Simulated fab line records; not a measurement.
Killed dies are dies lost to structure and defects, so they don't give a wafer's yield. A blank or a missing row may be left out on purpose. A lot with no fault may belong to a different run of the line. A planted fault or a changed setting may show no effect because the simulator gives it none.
Code-filled problem report in 8D (eight disciplines) form | flow rit cmos | the parts of the form that need people (team, actions taken, sign-off) are left out

1. THE PROBLEM
wafer_temp_C_max at RIT_SILICIDE_RTA_06 reads a mean of 644.6 on 6 wafers of 2 lots; wafers without a fault read 753.2 with a standard deviation of 1.3. Measured from the usual mean, that is -84 standard deviations.
The step: time 10 s, ramp up 5 s, ramp down 10 s.
The first sign was on wafer L191.3 at day 6 09:47, on rtp anneal-02. Wafers with a number at this step in the record: 42, from 14 lots. By rule, "out" or "out of limits" means more than 4 standard deviations away from the usual mean. Any other wafer with a number is counted as sound.

2. WHAT IT IS, WHAT IT ISN'T
question                    | is                     | is not
which readings at this step | wafer_temp_C_max       | -
which lots                  | L191, L193             | L175, L177, L179, L180, L183, L184, L185, L186, L187, L188, L196, L198
which wafers of those lots  | all that have a number | -
read on which tools         | rtp anneal-02          | rtp anneal-01
when                        | from day 6 09:47       | up to then (30 sound wafers); but 6 sound wafers of L196, L198 came after

3. SUSPECTS, AND WHAT RULES EACH OUT
Counting: any tool at a process step up to the reading is kept as a suspect provided that every lot that is out went through it and no sound lot did after the first of them.
- rtp anneal-02 at RIT_SILICIDE_RTA_06 (time 10 s, ramp up 5 s, ramp down 10 s): kept. It ran every lot that is out, first L191 (day 6 09:47), and no sound lot after that; its last sound lot up to then is L187 (day 5 17:52). Out on those wafers are its own readings of wafer_temp_C_max.
Remaining after the count: rtp anneal-02 at RIT_SILICIDE_RTA_06.

4. THE CAUSE (what the simulator had put in)
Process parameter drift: rtp anneal-02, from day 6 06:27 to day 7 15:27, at RIT_SILICIDE_RTA_06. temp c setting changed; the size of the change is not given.
The count eliminated every tool but this one.

5. THE CHAIN OF EFFECTS, in route order
Rows list readings where the struck wafers' mean (over those with a number) sits beyond 3 standard deviations from the usual. Scope: only readings with a usual standard deviation given in the record; hours: median across lots of the time from each lot's start at the first step in this table that gives one to its start at this step; sigmas: change in usual standard deviations.
hours | step                | reading          | usual | on struck wafers | change | sigmas
0     | RIT_SILICIDE_RTA_06 | wafer_temp_C_max | 753.2 | 644.6            | -108.6 | -84
Its process steps:
- RIT_SILICIDE_RTA_06: time 10 s, ramp up 5 s, ramp down 10 s.

6. HOW IT WOULD HAVE BEEN CAUGHT EARLIER
In this record the first reading out of limits was taken at day 6 09:47, 3 hours after the fault began at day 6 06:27.
